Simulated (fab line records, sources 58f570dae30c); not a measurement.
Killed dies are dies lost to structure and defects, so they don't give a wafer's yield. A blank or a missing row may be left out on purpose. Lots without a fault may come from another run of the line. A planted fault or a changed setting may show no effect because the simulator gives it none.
Tool commonality check | flow berkeley_cmos170 | 14 lots, 42 wafers sampled

WHY IT WAS OPENED
At UCB170_M1_RS_MEAS_01 the reading M1_AL_RS is flagged on 2 of 14 lots. Wafers without a fault read 0.0485 ohm/sq, standard deviation 0.00039.
Rule: a lot is flagged when every wafer of it that has a number lies more than 4 standard deviations from that mean, or none has a number. The other lots count as sound.

lot  | measured     | on            | M1_AL_RS (ohm/sq), wafer by wafer | flag
L571 | day 7 09:19  | film_metro-02 | 0.0491 0.0492 0.0493              |
L574 | day 7 22:04  | film_metro-04 | 0.0485 0.0486 0.0489              |
L573 | day 7 22:19  | film_metro-03 | 0.0485 0.0487 0.0483              |
L572 | day 8 00:47  | film_metro-02 | 0.0486 0.0486 0.0490              |
L576 | day 8 05:11  | film_metro-04 | 0.0490 0.0490 0.0492              |
L578 | day 8 12:15  | film_metro-02 | 0.0486 0.0481 0.0485              |
L580 | day 8 12:19  | film_metro-03 | 0.0486 0.0487 0.0485              |
L581 | day 9 09:30  | film_metro-02 | 0.0481 0.0479 0.0479              |
L587 | day 10 11:14 | film_metro-02 | 0.0427 0.0426 0.0428              | FLAGGED
L589 | day 10 20:46 | film_metro-03 | 0.0483 0.0486 0.0489              |
L590 | day 10 23:16 | film_metro-03 | 0.0484 0.0488 0.0485              |
L588 | day 10 23:29 | film_metro-04 | 0.0427 0.0430 0.0426              | FLAGGED
L592 | day 11 13:25 | film_metro-02 | 0.0481 0.0478 0.0484              |
L593 | day 11 22:03 | film_metro-02 | 0.0483 0.0486 0.0483              |
The numbers of the flagged lots are 0.0427 ohm/sq on average: -0.0058 ohm/sq against the usual, or -15 standard deviations.

WHICH TOOL RAN EACH LOT
The record holds 1 process step before the reading, out of a route of 331 steps. In each cell: the tool, then ch and the chambers that the sampled wafers went through, then the start.
lot  | flag    | UCB170_M1_SPUTTER_00
L571 |         | pvd_sputter-02, day 7 09:16
L574 |         | pvd_sputter-03, day 7 21:57
L573 |         | pvd_sputter-04, day 7 22:14
L572 |         | pvd_sputter-02, day 8 00:41
L576 |         | pvd_sputter-04, day 8 05:07
L578 |         | pvd_sputter-02, day 8 12:11
L580 |         | pvd_sputter-03, day 8 12:08
L581 |         | pvd_sputter-04, day 9 09:25
L587 | FLAGGED | pvd_sputter-02, day 10 11:07
L589 |         | pvd_sputter-03, day 10 20:41
L590 |         | pvd_sputter-04, day 10 23:12
L588 | FLAGGED | pvd_sputter-02, day 10 23:23
L592 |         | pvd_sputter-04, day 11 13:21
L593 |         | pvd_sputter-03, day 11 21:59
What these steps do:
- UCB170_M1_SPUTTER_00: material Al, target thk 600 nm, time 80 s.
- UCB170_M1_RS_MEAS_01: measures by four-point-probe.

FLAGGED OVER TOTAL, TOOL BY TOOL (the gauges that took the reading come last)
step                 | tool           | lots run | flagged | share of the flagged lots | sound lots run after its first flagged lot
UCB170_M1_SPUTTER_00 | pvd_sputter-02 | 5        | 2       | all                       | 0
UCB170_M1_SPUTTER_00 | pvd_sputter-03 | 4        | 0       | none                      | -
UCB170_M1_SPUTTER_00 | pvd_sputter-04 | 5        | 0       | none                      | -
UCB170_M1_RS_MEAS_01 | film_metro-02  | 7        | 1       | some                      | 2 (L592,L593)
UCB170_M1_RS_MEAS_01 | film_metro-03  | 4        | 0       | none                      | -
UCB170_M1_RS_MEAS_01 | film_metro-04  | 3        | 1       | some                      | 0

WHAT THE TABLE ALLOWS
1 row of the table ran every flagged lot: pvd_sputter-02 at UCB170_M1_SPUTTER_00.
- pvd_sputter-02 at UCB170_M1_SPUTTER_00: 2 of its 5 lots flagged. Its last sound lot is L578 (day 8 12:11), its first flagged lot L587 (day 10 11:07): a fault that began between those two fits.
One tool is left: pvd_sputter-02 at UCB170_M1_SPUTTER_00.

WHAT THE SIMULATOR HAD PUT IN
Process parameter drift: pvd_sputter-02, from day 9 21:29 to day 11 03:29, at UCB170_M1_SPUTTER_00. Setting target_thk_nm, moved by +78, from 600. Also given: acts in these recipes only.
Lots struck among those shown: L587, L588. The rule above found the same.
